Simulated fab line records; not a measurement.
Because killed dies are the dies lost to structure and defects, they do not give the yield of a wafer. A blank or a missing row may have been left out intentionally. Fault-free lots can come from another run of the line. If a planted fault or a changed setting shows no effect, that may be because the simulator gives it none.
What tool caused it? ; flow berkeley_cmos170 ; 35 wafers from 13 lots sampled at 4 of the route's 331 steps

## WHAT THE GAUGES READ, wafer by wafer
UCB170_SILICIDE_RS_MEAS_02: a four-point-probe measurement. Usual: for SILICIDE_TI_RS the level is 26.3 ohm/sq and the standard deviation is 0.34.
lot;measured;on;SILICIDE_TI_RS (ohm/sq);flag
L254;day 6 21:50;film_metro-01;26.7 26.7 26.2;
L255;day 6 21:36;film_metro-01;26.3 26.1 26.1;
L256;day 6 21:48;film_metro-02;25.9 26.1 25.9;
L257;day 7 10:03;film_metro-01;26.7 26.7 26.4;
L261;day 8 13:04;film_metro-02;26.3 26.0 26.3;
L262;day 8 12:59;film_metro-01;26.3 25.9 26.3;
L260;day 8 12:38;film_metro-01;26.2 27.0 26.4;
L266;day 8 23:36;film_metro-04;26.0;
L268;day 9 20:45;film_metro-02;26.7;
L271;day 10 06:19;film_metro-01;26.3 26.4 26.1;
L272;day 10 21:16;film_metro-02;26.4 26.1 26.1;
L275;day 10 21:10;film_metro-01;26.1 26.2 26.5;
L276;day 11 08:49;film_metro-01;26.5 26.3 26.7;

UCB170_M1_THK_MEAS_02: measures by xrf. Usual: for M1_AL_THK the level is 601 nm and the standard deviation is 7.7.
lot;measured;on;M1_AL_THK (nm);flag
L254;day 7 09:05;film_metro-04;601 605 601;
L255;day 7 08:44;film_metro-02;605 599 601;
L256;day 7 08:58;film_metro-03;606 600 602;
L257;day 7 14:52;film_metro-03;602 606 597;
L261;day 8 18:45;film_metro-03;597 599 597;
L262;day 8 18:55;film_metro-04;605 604 615;
L260;day 8 19:16;film_metro-03;604 603 611;
L266;day 9 07:38;film_metro-02;591;
L268;day 10 03:07;film_metro-03;602;
L271;day 10 12:19;film_metro-02;605 602 606;
L272;day 11 04:34;film_metro-03;592 600 604;
L275;day 11 01:59;film_metro-04;618 617 616;
L276;day 11 15:02;film_metro-03;599 597 608;

## WHICH TOOL RAN EACH LOT (tool, then ch and the chambers of the sampled wafers, then the start)
lot;UCB170_GATE_ETCH_14;UCB170_GATE_STRIP_16
L254;rie_diel-03 ch 0,1,3, day 6 04:43;plasma_asher-04 ch 0,1, day 6 04:49
L255;rie_diel-03 ch 0,1,2, day 6 05:26;plasma_asher-02 ch 0,1, day 6 05:32
L256;rie_diel-04 ch 1,2,3, day 6 08:28;plasma_asher-02 ch 0,1, day 6 08:33
L257;rie_diel-03 ch 0,1,2, day 6 12:25;plasma_asher-04 ch 0,1, day 6 12:30
L261;rie_diel-04 ch 0,1,3, day 7 16:20;plasma_asher-01 ch 0,1, day 7 16:27
L262;rie_diel-03 ch 1,2,3, day 7 16:36;plasma_asher-02 ch 0,1, day 7 16:41
L260;rie_diel-01 ch 0,3, day 7 16:53;plasma_asher-04 ch 0,1, day 7 16:58
L266;rie_diel-01 ch 2, day 8 08:14;plasma_asher-04 ch 1, day 8 08:22
L268;rie_diel-01 ch 0, day 9 05:45;plasma_asher-04 ch 1, day 9 05:53
L271;rie_diel-04 ch 0,1,2, day 9 10:53;plasma_asher-01 ch 0,1, day 9 10:58
L272;rie_diel-03 ch 1,3, day 10 07:17;plasma_asher-02 ch 1, day 10 07:22
L275;rie_diel-04 ch 0,1,3, day 10 07:24;plasma_asher-01 ch 0,1, day 10 07:29
L276;rie_diel-03 ch 2,3, day 10 18:20;plasma_asher-02 ch 0,1, day 10 18:26
- UCB170_GATE_ETCH_14: etches BARC in N2/H2.
- UCB170_GATE_STRIP_16: strips in O2.

## AS READ BY THE TOOLS THEMSELVES (means over the sampled wafers that have a number; for cases with no such wafer, the mark the record gives instead)
UCB170_GATE_ETCH_14. Usual: drypump_motor_current_A 5.8 A, standard deviation 0.58; oes_product_au 0.999 a.u., standard deviation 0.019; rf_fwd_power_W 494.9 W, standard deviation 2.1; throttle_valve_pct 13.27 %, standard deviation 0.085.
lot;tool;drypump_motor_current_A (A);oes_product_au (a.u.);rf_fwd_power_W (W);throttle_valve_pct (%);flag
L254;rie_diel-03;5.4;1.009;493.0;13.37;
L255;rie_diel-03;5.3;0.998;491.5;13.28;
L256;rie_diel-04;6.6;0.991;495.9;13.28;
L257;rie_diel-03;5.3;0.991;492.8;13.28;
L261;rie_diel-04;6.4;0.997;496.6;13.24;
L262;rie_diel-03;5.3;1.015;494.9;13.33;
L260;rie_diel-01;5.8;1.006;495.1;13.31;
L266;rie_diel-01;6.5;0.900;496.7;13.19;OFF
L268;rie_diel-01;5.2;0.913;495.2;13.18;OFF
L271;rie_diel-04;6.3;0.994;495.9;13.26;
L272;rie_diel-03;5.4;1.033;492.3;13.43;
L275;rie_diel-04;6.4;0.988;497.0;13.23;
L276;rie_diel-03;5.1;1.018;493.5;13.41;

UCB170_GATE_STRIP_16. Usual: drypump_motor_current_A 6.07 A, standard deviation 0.3; o2_flow_sccm 399.9 sccm, standard deviation 1.2; oes_product_au 0.724 a.u., standard deviation 0.0044.
lot;tool;drypump_motor_current_A (A);o2_flow_sccm (sccm);oes_product_au (a.u.);flag
L254;plasma_asher-04;6.06;400.2;0.726;
L255;plasma_asher-02;6.33;399.5;0.724;
L256;plasma_asher-02;6.32;400.3;0.725;
L257;plasma_asher-04;5.86;400.7;0.725;
L261;plasma_asher-01;6.08;400.5;0.723;
L262;plasma_asher-02;6.10;399.2;0.724;
L260;plasma_asher-04;6.04;399.5;0.724;
L266;plasma_asher-04;6.20;399.5;0.729;
L268;plasma_asher-04;6.26;401.4;0.721;
L271;plasma_asher-01;6.08;400.3;0.724;
L272;plasma_asher-02;6.56;399.9;0.724;
L275;plasma_asher-01;6.07;401.5;0.726;
L276;plasma_asher-02;6.10;399.5;0.719;

## THE ANSWER, worked out from the rows above alone
Rule: lot off if the mean of its wafers having a number is beyond 3 standard deviations from the usual mean. A lot without any number at a reading at which 4 lots or more have one is off too. Where the step has rows for the other lots, those lots are counted as sound. After the gauges, taken in route order, come the tools' own readings; for these a lot's mean is taken, as printed above. At the first step where some lot is off, the reading lying furthest off is the one used; lots without a number count as furthest.
Off: L266, L268 (UCB170_GATE_ETCH_14, oes_product_au).
A tool fits if, at that step or a process step before it, it ran every lot that is off, and no sound lot after the first of them. One fits: UCB170_GATE_ETCH_14 on rie_diel-01. Its last sound lot is L260 (day 7 16:53), its first lot that is off L266 (day 8 08:14): a fault that began between those two fits.
On the lots that are off, the tool's own readings at UCB170_GATE_ETCH_14 differ by more than 5 times the standard deviation of the sound lots' means, which bears it out; oes_product_au reads 0.907 a.u. there versus 1.004 a.u. on the sound lots.

## WHAT THE SIMULATOR HAD INSERTED
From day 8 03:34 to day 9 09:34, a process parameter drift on rie_diel-01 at UCB170_GATE_ETCH_14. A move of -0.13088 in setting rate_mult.
Struck lots among those shown: L266, L268. The same result came from the rule above.
